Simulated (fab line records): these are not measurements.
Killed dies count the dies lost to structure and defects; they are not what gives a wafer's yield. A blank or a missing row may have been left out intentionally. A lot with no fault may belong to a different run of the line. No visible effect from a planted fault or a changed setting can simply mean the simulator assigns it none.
One fault seen from 2 desks -- flow rit-cmos -- numbers are kept per desk, each desk with only its own; the story behind them comes last

METROLOGY DESK
Lot by lot, what the gauges showed, no matter which tool ran the lot: averages of those sampled wafers that carry a number. If a lot's mean is further than 4 standard deviations from the usual mean, the lot is out of limits and carries the mark OUT (the distance appears in the brackets).
Columns: A = cd-nm at RIT_ACTIVE_CD_MEAS_11, usual 1400.3 nm; B = cd-nm at RIT_GATE_CD_MEAS_16, usual 149.9 nm
lot,first seen here,A,B
L251,day 1 14:43,1400.4,147.2
L253,day 2 02:13,1401.1,150.2
L255,day 2 10:37,1400.7,150.2
L256,day 2 15:26,1399.8,152.3
L257,day 2 20:35,1401.8,146.7
L260,day 3 11:26,1401.0,152.8
L263,day 4 02:34,1400.9,150.2
L264,day 4 07:35,1402.4,148.4
L268,day 5 03:28,1400.5,153.1
L270,day 5 13:34,1403.4,146.5
L271,day 5 18:28,1403.2,148.8
L273,day 6 04:32,1401.8,149.3
L274,day 6 09:30,1398.5,150.5
Result from this desk: across the 13 lots, nothing is out of limits.

AT THE TOOL OWNER'S DESK: wet-bench-03
The tool's own readings at RIT_REOX_CLEAN_02 (cleans in SC2, time 600 s): means of the sampled wafers that have a number, for each lot that ran on this tool. If a lot's mean is further than 4 standard deviations from the usual mean, the lot is out of limits and carries the mark OUT (the distance appears in the brackets).
Columns: A = run-length-s at RIT_REOX_CLEAN_02, usual 628 s
lot,first seen here,A
L251,day 2 13:20,624
L253,day 3 00:51,625
L255,day 3 10:21,631
L263,day 5 05:02,594 (-9.2) OUT
L270,day 6 13:23,633
Finding of this desk: L263 out of limits; the first was L263 at day 5 05:02, on run-length-s at RIT_REOX_CLEAN_02. In limits: L251, L253, L255, L270.

ALL TOGETHER
The tool owner's desk could have raised an alarm at day 5 05:02, on L263.
At the metrology desk, nothing out of limits was observed.
The metrology desk has L263 on record, within its limits.
Every lot named ran RIT_REOX_CLEAN_02 on wet-bench-03.

WHAT THE SIMULATOR HAD INSERTED
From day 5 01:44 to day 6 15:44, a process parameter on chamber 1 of wet-bench-03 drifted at RIT_REOX_CLEAN_02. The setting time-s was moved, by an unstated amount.
Lots struck among those shown: L263.
Hours from the fault's start to each desk's first reading out of limits: the tool owner's desk, 3.
